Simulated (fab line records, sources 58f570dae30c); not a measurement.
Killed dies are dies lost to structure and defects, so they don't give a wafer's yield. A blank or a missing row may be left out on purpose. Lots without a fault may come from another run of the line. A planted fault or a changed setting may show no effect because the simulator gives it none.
Which tool did it? | flow berkeley_cmos170 | 7 lots, 21 wafers sampled, at 1 step of a route of 331

WHAT THE GAUGES READ, wafer by wafer
UCB170_CONTACT_CD_MEAS_15: target cd 700 nm.
lot  | measured     | on        | cd_nm (nm)
L230 | day 6 19:02  | cd_sem-02 | 701.4 700.9 701.2
L233 | day 7 20:21  | cd_sem-01 | 700.9 701.8 703.1
L235 | day 8 04:37  | cd_sem-01 | 699.6 700.3 699.6
L244 | day 10 10:46 | cd_sem-01 | 701.7 701.4 700.8
L245 | day 10 15:03 | cd_sem-02 | 699.2 698.7 697.8
L252 | day 11 11:08 | cd_sem-01 | 700.5 700.0 698.4
L253 | day 12 05:55 | cd_sem-01 | 698.8 700.2 701.0

WHICH TOOL RAN EACH LOT (tool, then ch and the chambers of the sampled wafers, then the start)
The record holds no process step before these readings.

THE ANSWER, worked out from the rows above alone
Rule: what is usual is taken from the lots themselves. Put in order of their means at a reading, lots are off if they are a third of the lots or fewer, leave a main group of 4 or more, and stand apart from it by a gap of 3 or more times the standard deviation of the main group's means; of several such gaps the widest counts. A main group whose means are all the same, to the digits that the tables above print for the reading, isn't used. A lot without any number at a reading at which 4 lots or more have one is off too. The other lots that the step has rows for count as sound.
No lot is off at any reading shown: from this, nothing can be told.

WHAT THE SIMULATOR HAD PUT IN
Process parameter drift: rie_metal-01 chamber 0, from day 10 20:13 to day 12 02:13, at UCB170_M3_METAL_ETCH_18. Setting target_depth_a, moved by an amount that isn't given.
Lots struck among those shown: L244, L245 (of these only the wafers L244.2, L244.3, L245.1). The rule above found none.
